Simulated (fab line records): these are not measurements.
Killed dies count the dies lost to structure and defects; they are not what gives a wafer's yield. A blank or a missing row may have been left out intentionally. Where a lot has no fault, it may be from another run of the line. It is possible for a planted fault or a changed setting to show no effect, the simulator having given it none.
fab line records ; flow ritCmos
[record] lots = 6; wafers = 18; lastDay = 8
route steps=202 shown GATE@77 FOX2@80 M1@202
lots that met no fault: from a run of the same line without faults
startH: hours from the record's opening day to when the first of the lot's shown wafers began ; waitH: hours from the lot's prior step to this one ; " repeats the value in the row above ; L1.1+2: a row that stands for several wafers ; - either no value or no given start ; * or withheld: withheld ; < > ~ a bound
route shown NAME@n: names a module that has steps shown in the file, with the first one's number in the route ; usual: mean and standard deviation over wafers with no fault ; same: alike in all rows ; chamber/n: place in a boat ; sites: readings site by site ; _std_site: their standard deviation ; _edge_site: mean of outer sites minus mean of inner sites ; radiusMm: for every site, how far away it sits from the centre of the wafer ; mask NAME#n: copy n ; behind: the tool/chamber that last shaped the wafer ; hold: cause of the lot's hold/its duration in hours/its outcome ; device: names the non-switching transistor (n, p or np) ; end of line: the tests these same wafers got at the end of their route ; where a step has no rows: the recipe by itself ; killed: the dies lost at the first sort to structure and to defects; this is not the yield of the wafer ; map: shows each die of a wafer: x if killed, . if not, _ if none is there
set.NAME: the run value of the setting; set.NAME@STEP: its run value at that earlier step ; model.NAME: the simulator's own value behind a step, which no gauge read
lots seen at some steps along the route; tables by step, rows by wafer
services: the hour from which a tool's chamber was out of use, counted from the record's first day as startH (under 0 if before that day), plus the number of hours and why
[[steps]]
[step RIT_GATE_CLEAN_02]
[recipe] chemistry = dHF; dilution = 50:1; timeS = 30
[step RIT_GATE_CLEAN_03]
[recipe] chemistry = SC2; mix = 3:3:50; timeS = 600; tempC = 75; dry = n2Spin
[step RIT_GATE_CLEAN_04]
[recipe] chemistry = dHF; dilution = 50:1; timeS = 60; dry = n2Spin
[step RIT_FOX2_THK_MEAS_91]
[recipe] reads = SiO2_of_FOX2_OXIDATION_00
[usual] FIELD_OXIDE_LEFT_2_THK = 241/7
lot.wafer;tool;chamber;startH;waitH;FIELD_OXIDE_LEFT_2_THK[nm]
L271.3;filmMetro-03;-;99.65;0.0;245
L271.4;filmMetro-03;-;99.65;0.0;249
L271.5;filmMetro-03;-;99.65;0.0;239
L272.3;filmMetro-01;-;106.88;0.0;240
L272.4;filmMetro-01;-;106.88;0.0;246
L272.5;filmMetro-01;-;106.88;0.0;245
L278.1;filmMetro-01;-;139.53;0.0;235
L278.3;filmMetro-01;-;139.53;0.0;230
L278.5;filmMetro-01;-;139.53;0.0;228
L280.1;filmMetro-03;-;140.03;0.0;233
L280.5;filmMetro-03;-;140.03;0.0;240
L280.6;filmMetro-03;-;140.03;0.0;234
L281.1;filmMetro-01;-;149.93;0.0;244
L281.3;filmMetro-01;-;149.93;0.0;245
L281.6;filmMetro-01;-;149.93;0.0;240
L282.1;filmMetro-02;-;152.15;0.0;236
L282.2;filmMetro-02;-;152.15;0.0;236
L282.6;filmMetro-02;-;152.15;0.0;237
[step RIT_GATE_OXIDATION_05]
[recipe] tempC = 900; ambient = O2; targetThkA = 30; oxTimeS = 270
[step RIT_GATE_ANNEAL_06]
[recipe] tempC = 900; timeS = 600; ambient = N2O
[step RIT_GATE_THK_MEAS_07]
[recipe] reads = SiO2_of_GATE_OXIDATION_05
[usual] GATE_OXIDE_THK = 3.01/0.062
lot.wafer;tool;chamber;startH;waitH;GATE_OXIDE_THK[nm]
L271.3;filmMetro-01;-;110.11;0.0;3.07
L271.4;filmMetro-01;-;110.11;0.0;2.96
L271.5;filmMetro-01;-;110.11;0.0;3.03
L272.3;filmMetro-02;-;113.26;0.0;3.14
L272.4;filmMetro-02;-;113.26;0.0;3.11
L272.5;filmMetro-02;-;113.26;0.0;3.07
L278.1;filmMetro-03;-;141.41;0.0;2.90
L278.3;filmMetro-03;-;141.41;0.0;2.95
L278.5;filmMetro-03;-;141.41;0.0;2.91
L280.1;filmMetro-01;-;142.85;0.0;2.96
L280.5;filmMetro-01;-;142.85;0.0;2.94
L280.6;filmMetro-01;-;142.85;0.0;3.02
L281.1;filmMetro-02;-;153.36;0.0;3.00
L281.3;filmMetro-02;-;153.36;0.0;3.08
L281.6;filmMetro-02;-;153.36;0.0;3.05
L282.1;filmMetro-02;-;155.80;0.0;2.89
L282.2;filmMetro-02;-;155.80;0.0;2.97
L282.6;filmMetro-02;-;155.80;0.0;2.88
[step RIT_GATE_CVD_08]
[recipe] material = poly-Si; targetThkNm = 250; tempC = 610; precursor = SiH4; timeS = 2220; pressureMtorr = 314.8; sih4FlowSccm = 100
[step RIT_GATE_THK_MEAS_09]
[recipe] reads = poly-Si_of_GATE_CVD_08
[usual] GATE_POLY_THK = 256.3/2.4
lot.wafer;tool;chamber;startH;waitH;GATE_POLY_THK[nm]
L271.3;filmMetro-03;-;111.79;0.0;258.9
L271.4;filmMetro-03;-;111.79;0.0;259.0
L271.5;filmMetro-03;-;111.79;0.0;256.8
L272.3;filmMetro-01;-;114.93;0.0;255.8
L272.4;filmMetro-01;-;114.93;0.0;253.4
L272.5;filmMetro-01;-;114.93;0.0;255.2
L278.1;filmMetro-03;-;143.09;0.0;259.5
L278.3;filmMetro-03;-;143.09;0.0;261.6
L278.5;filmMetro-03;-;143.09;0.0;260.5
L280.1;filmMetro-01;-;146.62;0.0;254.0
L280.5;filmMetro-01;-;146.62;0.0;254.2
L280.6;filmMetro-01;-;146.62;0.0;254.3
L281.1;filmMetro-03;-;155.04;0.0;256.7
L281.3;filmMetro-03;-;155.04;0.0;255.6
L281.6;filmMetro-03;-;155.04;0.0;254.3
L282.1;filmMetro-02;-;158.38;0.0;254.7
L282.2;filmMetro-02;-;158.38;0.0;256.1
L282.6;filmMetro-02;-;158.38;0.0;256.7
[step RIT_GATE_HMDS_10]
[recipe] primeTimeS = 60; primeTempC = 140
[step RIT_GATE_COAT_11]
[recipe] resist = NOVOLAK; spinRpm = 4250; resistThkNm = 850
[step RIT_GATE_SOFTBAKE_12]
[recipe] resist = NOVOLAK; tempC = 90; timeS = 60
[step RIT_GATE_EXPOSE_13]
[recipe] maskId = M6; na = 0.6; sourceShape = conventional; sigmaOuter = 0.6; targetCdNm = 150; doseMj = 380
lot.wafer;tool;chamber;startH;waitH;mask;model.GATE.overlayXNm
L271.3+4+5;ilineStepper-01;0;112.70;0.3;M6#0;0.0384
L272.3+4+5;ilineStepper-01;0;115.46;0.1;M6#0;0.4092
L278.1+3+5;ilineStepper-01;0;143.73;0.2;M6#0;-149.7
L280.1+5+6;ilineStepper-01;0;147.26;0.2;M6#0;-150.6
L281.1+3+6;ilineStepper-02;0;155.67;0.2;M6#0;-0.2533
L282.1+2+6;ilineStepper-02;0;158.96;0.2;M6#0;0.4584
[step RIT_GATE_PEB_14]
[recipe] resist = NOVOLAK; tempC = withheld; timeS = withheld
[step RIT_GATE_DEVELOP_15]
[recipe] resist = NOVOLAK; developTimeS = 52.04; devTempC = 23
[step RIT_GATE_CD_MEAS_16]
[recipe] targetCdNm = 150
[usual] cdNm = 149.9/2.2
lot.wafer;tool;chamber;startH;waitH;cdNm
L271.3;cdSem-02;-;113.14;-;149.5
L271.4;cdSem-02;-;113.14;-;149.0
L271.5;cdSem-02;-;113.14;-;148.7
L272.3;cdSem-01;-;115.86;-;151.2
L272.4;cdSem-01;-;115.86;-;150.0
L272.5;cdSem-01;-;115.86;-;152.9
L278.1;cdSem-01;-;144.13;-;151.2
L278.3;cdSem-01;-;144.13;-;152.5
L278.5;cdSem-01;-;144.13;-;152.2
L280.1;cdSem-02;-;147.66;-;152.2
L280.5;cdSem-02;-;147.66;-;151.9
L280.6;cdSem-02;-;147.66;-;150.6
L281.1;cdSem-01;-;156.07;-;150.6
L281.3;cdSem-01;-;156.07;-;152.2
L281.6;cdSem-01;-;156.07;-;152.9
L282.1;cdSem-02;-;159.62;-;148.2
L282.2;cdSem-02;-;159.62;-;151.2
L282.6;cdSem-02;-;159.62;-;149.9
[step RIT_GATE_OVL_MEAS_17]
[usual] GATE_OVL = 0.8/1.4
lot.wafer;tool;chamber;startH;waitH;GATE_OVL[nm]
L271.3;overlay-01;-;113.23;0.1;1.9
L271.4;overlay-01;-;113.23;0.1;2.1
L271.5;overlay-01;-;113.23;0.1;0.7
L272.3;overlay-01;-;115.95;0.1;2.8
L272.4;overlay-01;-;115.95;0.1;0.0
L272.5;overlay-01;-;115.95;0.1;1.4
L278.1;overlay-02;-;144.25;0.1;-148.2
L278.3;overlay-02;-;144.25;0.1;-149.3
L278.5;overlay-02;-;144.25;0.1;-150.7
L280.1;overlay-01;-;147.78;0.1;-150.0
L280.5;overlay-01;-;147.78;0.1;-150.1
L280.6;overlay-01;-;147.78;0.1;-148.5
L281.1;overlay-02;-;156.19;0.1;0.2
L281.3;overlay-02;-;156.19;0.1;1.1
L281.6;overlay-02;-;156.19;0.1;-1.6
L282.1;overlay-01;-;159.74;0.1;-0.5
L282.2;overlay-01;-;159.74;0.1;0.4
L282.6;overlay-01;-;159.74;0.1;0.2
[step RIT_GATE_HARDBAKE_18]
[recipe] resist = NOVOLAK; tempC = 140; timeS = 60
[step RIT_M1_PROBE_99]
[usual] killedAtContacts = 0.1/0.29; killedAtFrontEnd = 7/3.1; killedDies = 7/3.1; killedOpen = 3.4/1.9; killedShort = 3.6/2.1
[same] grossDies = 264; killed_at_M0_to_M3 = 0; killed_at_M4_up = 0; killedAtBackSide = 0; killedAtOther = 0
lot.wafer;tool;chamber;startH;waitH;killedAtContacts;killedAtFrontEnd;killedDies;killedOpen;killedShort;model.etest.nldd.widthNm;model.etest.pldd.widthNm;model.etest.selectEdgeDiodeN.leakLog10A;model.etest.selectEdgeDiodeP.leakLog10A;model.etest.gateEndArray.leakLog10AUm
L272.3;prober-02;-;142.51;0.2;0;13;13;5;8;3207;3197;-9.891;-10.43;-12.93
L272.4;prober-02;-;142.56;0.2;1;9;10;4;6;3193;3205;-9.979;-10.16;-12.94
L272.5;prober-02;-;142.61;0.2;1;4;5;2;3;3186;3184;-9.916;-10.49;-12.88
L271.3;prober-01;-;144.01;0.2;0;10;10;7;3;3200;3191;-9.931;-10.36;-13.04
L271.4;prober-01;-;144.06;0.2;0;6;6;4;2;3209;3203;-9.848;-10.48;-12.68
L271.5;prober-01;-;144.11;0.2;0;11;11;3;8;3213;3199;-9.612;-10.36;-12.96
L278.1;prober-02;-;168.24;0.1;0;12;12;8;3;3121;3117;-5.241;-6.029;-11.6
L278.3;prober-02;-;168.34;0.2;0;8;8;3;5;3122;3140;-5.097;-6.034;-11.43
L278.5;prober-02;-;168.44;0.2;0;3;3;2;1;3128;3121;-5.311;-6.032;-11.36
L280.1;prober-02;-;169.74;0.1;0;4;4;3;1;3131;3118;-4.756;-5.478;-11.71
L280.5;prober-02;-;169.94;0.2;0;5;5;3;2;3118;3128;-5.626;-6.205;-11.55
L280.6;prober-02;-;169.99;0.2;0;6;6;4;2;3109;3118;-5.024;-5.811;-11.54
L281.1;prober-01;-;177.37;0.1;0;4;4;2;2;3213;3218;-9.939;-10.27;-12.82
L281.3;prober-01;-;177.47;0.2;0;4;4;1;3;3201;3216;-9.69;-10.41;-12.94
L281.6;prober-01;-;177.62;0.2;0;3;3;2;1;3216;3202;-9.581;-10.12;-13.01
L282.1;prober-01;-;183.15;0.1;0;10;10;4;6;3192;3202;-9.757;-10.12;-12.79
L282.2;prober-01;-;183.20;0.1;0;12;12;6;6;3213;3200;-10.05;-10.22;-12.91
L282.6;prober-01;-;183.40;0.2;0;7;7;2;5;3222;3207;-9.878;-10.45;-12.85
// killed by level:class
L272.3 GATE:geometricParticle:short=4 GATE:geometricParticle:open=3 SPACER:geometricParticle:short=3 REOX:geometricParticle:open=2 SILICIDE:geometricParticle:short=1
L272.4 SPACER:geometricParticle:short=4 GATE:geometricParticle:open=2 FOX2:geometricParticle:short=1 GATE:geometricParticle:short=1 SPACER:geometricParticle:open=1 CONTACT:geometricParticle:open=1
L272.5 GATE:geometricParticle:open=2 FOX1:geometricParticle:short=1 GATE:geometricParticle:short=1 CONTACT:geometricParticle:short=1
L271.3 GATE:geometricParticle:short=3 REOX:geometricParticle:open=2 SPACER:geometricParticle:open=2 FOX2:geometricParticle:open=1 GATE:geometricParticle:open=1 SILICIDE:geometricParticle:open=1
L271.4 GATE:geometricParticle:open=3 FOX2:geometricParticle:short=1 GATE:geometricParticle:short=1 SILICIDE:geometricParticle:open=1
L271.5 REOX:geometricParticle:short=3 GATE:geometricParticle:short=2 FOX1:geometricParticle:short=1 FOX2:geometricParticle:open=1 FOX2:geometricParticle:short=1 GATE:geometricParticle:open=1 SPACER:geometricParticle:short=1 SILICIDE:geometricParticle:open=1
L278.1 FOX2:geometricParticle:open=3 REOX:geometricParticle:open=3 FOX1:geometricParticle:open=1 GATE:geometricParticle:open=1 REOX:geometricParticle:short=1 SPACER:geometricParticle:short=1 SILICIDE:geometricParticle:short=1 GATE:coatMicrobubblePrinted=1
L278.3 GATE:geometricParticle:short=4 FOX2:geometricParticle:open=1 GATE:geometricParticle:open=1 SPACER:geometricParticle:short=1 SILICIDE:geometricParticle:open=1
L278.5 GATE:geometricParticle:open=2 REOX:geometricParticle:short=1
L280.1 FOX2:geometricParticle:open=2 FOX2:geometricParticle:short=1 SILICIDE:geometricParticle:open=1
L280.5 SPACER:geometricParticle:open=2 GATE:geometricParticle:open=1 GATE:geometricParticle:short=1 REOX:geometricParticle:short=1
L280.6 FOX2:geometricParticle:open=2 FOX1:geometricParticle:open=1 FOX2:geometricParticle:short=1 SILICIDE:geometricParticle:short=1 SILICIDE:geometricParticle:open=1
L281.1 GATE:geometricParticle:short=1 REOX:geometricParticle:open=1 SPACER:geometricParticle:open=1 SPACER:geometricParticle:short=1
L281.3 GATE:geometricParticle:short=2 FOX1:geometricParticle:open=1 REOX:geometricParticle:short=1
L281.6 FOX1:geometricParticle:open=1 GATE:geometricParticle:short=1 GATE:geometricParticle:open=1
L282.1 GATE:geometricParticle:open=3 REOX:geometricParticle:short=2 FOX1:geometricParticle:short=1 GATE:geometricParticle:short=1 SPACER:geometricParticle:short=1 SILICIDE:geometricParticle:short=1 SILICIDE:geometricParticle:open=1
L282.2 FOX2:geometricParticle:open=3 GATE:geometricParticle:open=2 GATE:geometricParticle:short=2 FOX1:geometricParticle:short=1 FOX1:geometricParticle:open=1 FOX2:geometricParticle:short=1 REOX:geometricParticle:short=1 SPACER:geometricParticle:short=1
L282.6 FOX1:geometricParticle:short=2 GATE:geometricParticle:short=2 FOX2:geometricParticle:open=1 GATE:geometricParticle:open=1 REOX:geometricParticle:short=1
[[services]]
tool;chamber;startH;hours;kind
ilineStepper-01;-;119.14;1.7;pm
ilineStepper-02;0;132.60;-;calibration
ilineStepper-01;0;135.13;-;calibration
[[key]]
[firstSign] step = RIT_GATE_OVL_MEAS_17; reading = GATE_OVL; direction = down; sigmas = 99+; usual = 0.8; struck = -149.5
effect none on later readings
[modelEffect] step = RIT_GATE_EXPOSE_13; value = GATE.overlayXNm; without = -0.1586; struck = -150.2
[modelEffect] step = RIT_M1_PROBE_99; value = etest.nldd.widthNm; without = 3207; struck = 3121
metAt RIT_GATE_EXPOSE_13
struckWafers L278.1,L278.3,L278.5,L280.1,L280.5,L280.6
testerLeftOut L278,L280
onsetBetween 115.46 143.73
[fault] kind = scannerMatchingOverlay; tool = ilineStepper-01; chamber = -; onsetH = 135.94; steps = RIT_GATE_EXPOSE_13; offset = -150
// testerLeftOut: of these lots the tester's yield and bins aren't shown, on N5 and GAA mostly nor the transistor test; their killed dies are dies lost to structure and defects alone, not to doping, threshold or leakage, so they don't give the yield
